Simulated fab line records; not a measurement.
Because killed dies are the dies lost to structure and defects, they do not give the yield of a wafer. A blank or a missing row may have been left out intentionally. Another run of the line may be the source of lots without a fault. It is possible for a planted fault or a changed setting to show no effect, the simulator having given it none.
Split-lot trial || flow berkeley_cmos170 || on a route of 331 steps: 5 lots, 11 wafers read

ON THE SPLIT
At UCB170_SPACER_CVD_00 (deposits SiO2 from TEOS/O2, target thk 376 nm, time 47 s), the setting rf_w was moved away from the recipe's 550 W on 4 of the 11 wafers read, by -8.3% to +9.9%. All remaining wafers had this setting at the recipe value.

BETWEEN THE SPLIT AND THE READING: the file shows 1 step in between
- UCB170_SPACER_ANNEAL_02: time 1800 s

THE READING
etch.depth_nm (the simulator's own value, which no gauge read), in nm, at UCB170_SPACER_ETCHBACK_03 (etches SiO2 in CHF3/CF4/Ar, stops on Si, target depth 376 nm, time 100 s). No usual value for it is given in the file. Here, 7 wafers ran the recipe; their average is 379.5 nm with a standard deviation of 2.8 nm.

{"wafer": "L074.2", "tool, chamber at the split": "pecvd-01, 2,1,0,1,2", "rf_w as run, W": 550, "against the recipe": "recipe", "etch.depth_nm, nm": 381.3, "against lot-mates on the recipe": "-"}
{"wafer": "L074.4", "tool, chamber at the split": "pecvd-01, 2,1,0,1,2", "rf_w as run, W": 550, "against the recipe": "recipe", "etch.depth_nm, nm": 380.3, "against lot-mates on the recipe": "-"}
{"wafer": "L075.4", "tool, chamber at the split": "pecvd-04, 0", "rf_w as run, W": 597.2, "against the recipe": "+8.6%", "etch.depth_nm, nm": 387.6, "against lot-mates on the recipe": "no lot-mate on the recipe"}
{"wafer": "L077.4", "tool, chamber at the split": "pecvd-04, 0,1,0", "rf_w as run, W": 604.7, "against the recipe": "+9.9%", "etch.depth_nm, nm": 397.5, "against lot-mates on the recipe": "+16.0"}
{"wafer": "L077.5", "tool, chamber at the split": "pecvd-04, 1,2", "rf_w as run, W": 550, "against the recipe": "recipe", "etch.depth_nm, nm": 381.5, "against lot-mates on the recipe": "-"}
{"wafer": "L081.1", "tool, chamber at the split": "pecvd-04, 2,1,1", "rf_w as run, W": 504.1, "against the recipe": "-8.3%", "etch.depth_nm, nm": 363.4, "against lot-mates on the recipe": -19.0}
{"wafer": "L081.5", "tool, chamber at the split": "pecvd-04, 0", "rf_w as run, W": 550, "against the recipe": "recipe", "etch.depth_nm, nm": 382.4, "against lot-mates on the recipe": "-"}
{"wafer": "L081.6", "tool, chamber at the split": "pecvd-04, 2,1,1", "rf_w as run, W": 504.1, "against the recipe": "-8.3%", "etch.depth_nm, nm": 374.1, "against lot-mates on the recipe": -8.3}
{"wafer": "L082.1", "tool, chamber at the split": "pecvd-01, 2,1,0", "rf_w as run, W": 550, "against the recipe": "recipe", "etch.depth_nm, nm": 375, "against lot-mates on the recipe": "-"}
{"wafer": "L082.2", "tool, chamber at the split": "pecvd-01, 2,1,0", "rf_w as run, W": 550, "against the recipe": "recipe", "etch.depth_nm, nm": 375.5, "against lot-mates on the recipe": "-"}
{"wafer": "L082.5", "tool, chamber at the split": "pecvd-01, 2,1,0", "rf_w as run, W": 550, "against the recipe": "recipe", "etch.depth_nm, nm": 380.7, "against lot-mates on the recipe": "-"}
Where a row lists several chambers, the file gives one row for several wafers and doesn't say which wafer went through which chamber.

THE FIT
A straight line over all 11 wafers: etch.depth_nm changes by +1.37 nm for each +1% of rf_w; r = +0.90; the points scatter about the line by 4 nm.
The same after taking each lot's own level away (the mean of its wafers on the recipe; 10 wafers): +1.62 nm for each +1%; r = +0.94; scatter 3.1 nm.
That fit puts the effect of the largest move of rf_w on the reading at 16 nm.
From 377.07 to 382.40 nm: that is the span of the lots' own levels, equal to 1.9 times the standard deviation above.
So the slope is not independent of the lot-to-lot level: the two fits are not the same.
Check: with one of the wafers moved furthest among these (+9.9%) left out of the fit, the line predicts +16.3 nm for it against its lot-mates. It came out at +16 nm against them.

FURTHER SPLITS ON THESE WAFERS
Other splits were also applied to these wafers ahead of the reading. Each is held against what the fit with the lots' levels taken away leaves over:
{"other split on the same wafers": "UCB170_ZERO_ETCH_06 over_etch_frac", "wafers away from the commonest value": 1, "r with etch.depth_nm (lot level and that fit taken away)": "-"}
{"other split on the same wafers": "UCB170_NWELL_IMPLANT_14 dose_cm2", "wafers away from the commonest value": 3, "r with etch.depth_nm (lot level and that fit taken away)": -0.51}
{"other split on the same wafers": "UCB170_PWELL_COAT_08 resist_thk_nm", "wafers away from the commonest value": 2, "r with etch.depth_nm (lot level and that fit taken away)": "+0.01"}
{"other split on the same wafers": "UCB170_PWELL_IMPLANT_15 energy_kev", "wafers away from the commonest value": 3, "r with etch.depth_nm (lot level and that fit taken away)": "+0.18"}
{"other split on the same wafers": "UCB170_WELLDRIVE_OXIDATION_01 temp_c", "wafers away from the commonest value": 8, "r with etch.depth_nm (lot level and that fit taken away)": "+0.00"}
{"other split on the same wafers": "UCB170_ACTIVE_COAT_08 spin_rpm", "wafers away from the commonest value": 6, "r with etch.depth_nm (lot level and that fit taken away)": -0.02}
{"other split on the same wafers": "UCB170_PVT_IMPLANT_07 energy_kev", "wafers away from the commonest value": 4, "r with etch.depth_nm (lot level and that fit taken away)": "+0.00"}

THE FILE'S OWN FIT
etch.depth_nm changes by +1.62 nm for each +1% of rf_w, r = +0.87.
